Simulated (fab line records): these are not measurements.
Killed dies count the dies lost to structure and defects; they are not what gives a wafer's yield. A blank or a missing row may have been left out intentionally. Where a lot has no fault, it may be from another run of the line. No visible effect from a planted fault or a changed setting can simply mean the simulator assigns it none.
A lot that was struck, set against a sound lot | flow rit-cmos | 43 out of 202 route steps
Sound: wafers L553.1, L553.4, L553.6. The struck wafers were L543.1, L543.2, L543.6. The cause comes at the end.
Per side, at each step with rows, come the tool, then ch with its chambers, and then its first start. Under that, the readings that differ: sound wafers | struck wafers | difference of the means | sigmas: that difference in standard deviations of wafers without a fault.
alike: same words and numbers on both sides, and readings whose means sit less than 2 such deviations apart. not compared: any withheld reading, any reading some wafer has no value for, any bound like >300 that may hide the same value, and any number with overlapping values for which the record gives no deviation.
A row with sigmas, a row that says differs or no value, or rows on one side alone: a step with any of these is where the two part. Numbers that don't overlap but have no deviation are shown without sigmas and don't part them. A reading missing from all wafers of one side parts the sides only when that side holds two or more wafers.

first, 2 steps without rows for these wafers: RIT_NLDD_HARDBAKE_07 (time 60 s); RIT_NLDD_IMPLANT_08.
RIT_NLDD_STRIP_09: strips in O2, time 180 s.
  sound on plasma-asher-02 ch 0,1, day 7 03:19; struck on plasma-asher-02 ch 0,1, day 5 08:46
  alike: drypump-motor-current-A, o2-flow-sccm
  not compared: rf-hours-counter-h
RIT_NLDD_TW_MEAS_10:
  struck on film-metro-03, day 5 08:56; sound on film-metro-03, day 7 03:30
  alike: NLDD_TW
then, 6 steps without rows for these wafers: RIT_PLDD_HMDS_00 (prime time 60 s); RIT_PLDD_COAT_01 (resist thk 1000 nm); RIT_PLDD_SOFTBAKE_02 (time 60 s); RIT_PLDD_EXPOSE_03 (exposes mask M8, target cd 40900 nm); RIT_PLDD_PEB_04; RIT_PLDD_DEVELOP_05 (develop time 50 s).
RIT_PLDD_OVL_MEAS_06:
  struck on overlay-02, day 5 09:58; sound on overlay-02, day 7 04:36
  alike: PLDD_OVL
then, 1 step without rows for these wafers: RIT_PLDD_HARDBAKE_07 (time 60 s).
RIT_PLDD_IMPLANT_08:
  sound on implanter-03 ch 0, day 7 05:02; struck on implanter-04 ch 0, day 5 10:10
  reading                          | sound                         | struck                           | difference  | sigmas
  dose-ions-cm2                    | 9.001e+14 8.989e+14 8.994e+14 | 1.4382e+15 1.4396e+15 1.4386e+15 | +5.3933e+14 | +99 or more
  end-station-pressure-torr (Torr) | 7.8e-06 7.3e-06 7.8e-06       | 9e-06 9.8e-06 8.6e-06            | +1e-06      | +4
  faraday-current-uA               | 2825 2879 2867                | 4589 4519 4537                   | +1691       | +31
  alike: beam-on-s
RIT_PLDD_STRIP_09: strips in O2, time 180 s.
  sound on plasma-asher-04 ch 0,1, day 7 05:11; struck on plasma-asher-04 ch 0,1, day 5 10:19
  alike: drypump-motor-current-A, o2-flow-sccm
  not compared: rf-hours-counter-h
RIT_PLDD_TW_MEAS_10:
  struck on film-metro-02, day 5 10:43; sound on film-metro-03, day 7 05:22
  reading | sound          | struck         | difference | sigmas
  PLDD_TW | 2377 2382 2382 | 2640 2642 2641 | +261       | +17
  not compared: hold
then, 3 steps without rows for these wafers: RIT_SPACER_CLEAN_01 (cleans in dHF, time 30 s); RIT_SPACER_CLEAN_02 (cleans in SC2, time 600 s); RIT_SPACER_CVD_03 (deposits Si3N4 from SiH2Cl2/NH3, target thk 250 nm, time 3300 s).
RIT_SPACER_THK_MEAS_04:
  struck on film-metro-02, day 5 19:08; sound on film-metro-01, day 7 07:42
  alike: SPACER_NITRIDE_THK
RIT_SPACER_ETCHBACK_05: etches Si3N4 in SF6/CHF3, stops on SiO2, target depth 250 nm, time 240 s.
  sound on rie-diel-03 ch 1,2, day 7 07:46; struck on rie-diel-03 ch 1,2,3, day 5 19:11
  alike: CHF3_flow_sccm, drypump-motor-current-A, oes-product-au, rf-fwd-power-W, throttle-valve-pct
  not compared: rf-hours-counter-h
then, 6 steps without rows for these wafers: RIT_NSD_HMDS_00 (prime time 60 s); RIT_NSD_COAT_01 (resist thk 1000 nm); RIT_NSD_SOFTBAKE_02 (time 60 s); RIT_NSD_EXPOSE_03 (exposes mask M9, target cd 40700 nm); RIT_NSD_PEB_04; RIT_NSD_DEVELOP_05 (develop time 50 s).
RIT_NSD_OVL_MEAS_06:
  struck on overlay-02, day 5 20:16; sound on overlay-02, day 7 08:58
  alike: NSD_OVL
then, 2 steps without rows for these wafers: RIT_NSD_HARDBAKE_07 (time 60 s); RIT_NSD_IMPLANT_08.
RIT_NSD_STRIP_09: strips in O2, time 180 s.
  sound on plasma-asher-01 ch 1, day 7 09:19; struck on plasma-asher-03 ch 0,1, day 5 20:37
  reading                     | sound       | struck      | difference | sigmas
  drypump-motor-current-A (A) | 4.9 4.9 4.9 | 5.7 5.9 5.7 | +0.9       | +2
  alike: o2-flow-sccm
  not compared: rf-hours-counter-h
RIT_NSD_TW_MEAS_10:
  struck on film-metro-04, day 5 20:47; sound on film-metro-04, day 7 09:29
  alike: NSD_TW
then, 6 steps without rows for these wafers: RIT_PSD_HMDS_00 (prime time 60 s); RIT_PSD_COAT_01 (resist thk 1000 nm); RIT_PSD_SOFTBAKE_02 (time 60 s); RIT_PSD_EXPOSE_03 (exposes mask M10, target cd 40900 nm); RIT_PSD_PEB_04; RIT_PSD_DEVELOP_05 (develop time 50 s).
RIT_PSD_OVL_MEAS_06:
  struck on overlay-01, day 5 21:44; sound on overlay-01, day 7 10:31
  alike: PSD_OVL
then, 2 steps without rows for these wafers: RIT_PSD_HARDBAKE_07 (time 60 s); RIT_PSD_IMPLANT_08.
RIT_PSD_STRIP_09: strips in O2, time 180 s.
  sound on plasma-asher-01 ch 0,1, day 7 10:56; struck on plasma-asher-02 ch 0,1, day 5 22:11
  alike: drypump-motor-current-A, o2-flow-sccm
  not compared: rf-hours-counter-h
RIT_SDANNEAL_RS_MEAS_06: uses a four-point probe to measure.
  struck on film-metro-04, day 5 23:32; sound on film-metro-03, day 7 12:01
  reading          | sound             | struck            | difference | sigmas
  PLDD_RS (ohm/sq) | 178.2 177.9 178.5 | 157.4 157.1 157.3 | -20.9      | -45
  not compared: hold
RIT_M1_PROBE_99:
  rows exist in the record for the sound wafers here (prober-01, day 7 19:16), none for the struck ones

WHERE THEY PART
At RIT_PLDD_IMPLANT_08 first; at RIT_M1_PROBE_99 last (within this record only).

WHY: whatever the simulator had introduced
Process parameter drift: implanter-04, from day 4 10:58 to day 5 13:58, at RIT_PLDD_IMPLANT_08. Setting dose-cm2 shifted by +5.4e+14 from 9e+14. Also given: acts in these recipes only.
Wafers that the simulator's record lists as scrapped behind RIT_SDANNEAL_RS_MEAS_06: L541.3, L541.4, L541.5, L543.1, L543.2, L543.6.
